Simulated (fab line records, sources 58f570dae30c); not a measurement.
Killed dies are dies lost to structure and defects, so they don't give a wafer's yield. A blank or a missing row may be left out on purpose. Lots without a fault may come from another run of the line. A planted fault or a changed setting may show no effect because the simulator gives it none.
A struck lot beside a sound one | flow berkeley_cmos170 | 14 steps out of a route of 331
Sound: wafers L931.2, L931.3, L931.4. Struck: wafers L938.2, L938.3, L938.6. The cause comes at the end.
At each step with rows: each side's tool, then ch and its chambers, then its first start. Under that, the readings that differ: sound wafers | struck wafers | difference of the means | sigmas: that difference in standard deviations of wafers without a fault.
alike: readings whose means differ by less than 2 such deviations, and words and numbers that are the same on both sides. not compared: withheld readings, readings that some wafer has no value for, bounds like >300 that may hide the same value, and numbers for which the record gives no deviation and whose values overlap.
The two part at a step that has a row with sigmas, a row that says differs or no value, or rows on one side only. Numbers that don't overlap but have no deviation are shown without sigmas and don't part them. A reading that every wafer of one side lacks parts them only if that side has two wafers or more.

first, 2 steps without rows for these wafers: UCB170_PLDD_PEB_04; UCB170_PLDD_DEVELOP_05 (develop time 45 s).
UCB170_PLDD_CD_MEAS_06: target cd 1200 nm.
  sound on cd_sem-01, day 8 05:06; struck on cd_sem-02, day 9 18:49
  alike: cd_nm
UCB170_PLDD_OVL_MEAS_07:
  sound on overlay-02, day 8 05:13; struck on overlay-02, day 9 18:55
  alike: PLDD_OVL
then, 2 steps without rows for these wafers: UCB170_PLDD_IMPLANT_08; UCB170_PLDD_IMPLANT_09.
UCB170_PLDD_STRIP_10: strips in O2.
  sound on plasma_asher-01 ch 0,1, day 8 05:32; struck on plasma_asher-04 ch 0,1, day 9 19:15
  alike: drypump_motor_current_A, o2_flow_sccm, oes_product_au, strip_time_to_endpoint_s
  not compared: rf_hours_counter_h
UCB170_PLDD_TW_MEAS_11:
  sound on film_metro-03, day 8 05:39; struck on film_metro-01, day 9 19:22
  reading | sound          | struck      | difference | sigmas
  PLDD_TW | 1020 1029 1025 | 996 995 993 | -30        | -3
then, 4 steps without rows for these wafers: UCB170_PLDD_CLEAN_12 (cleans in SPM, time 600 s); UCB170_NLDD_HMDS_00 (prime time 60 s); UCB170_NLDD_COAT_01 (resist thk 900 nm); UCB170_NLDD_SOFTBAKE_02 (time 60 s).
UCB170_NLDD_EXPOSE_03: exposes mask NSELECT, target cd 1200 nm.
  sound on krf_scanner-01 ch 0, day 8 07:56; struck on krf_scanner-02, day 9 21:41
  no value came back on the struck wafers for exposure_dose_mJ_cm2, focus_offset_nm (nm), na, stage_vel_mm_s (mm/s); on the sound wafers exposure_dose_mJ_cm2 reads 29.96 29.96 29.97
  alike: mask
then, 1 step without rows for these wafers: UCB170_NLDD_PEB_04.

WHERE THEY PART
First at UCB170_PLDD_TW_MEAS_11; last, within this record, at UCB170_NLDD_EXPOSE_03.

WHY: what the simulator had put in
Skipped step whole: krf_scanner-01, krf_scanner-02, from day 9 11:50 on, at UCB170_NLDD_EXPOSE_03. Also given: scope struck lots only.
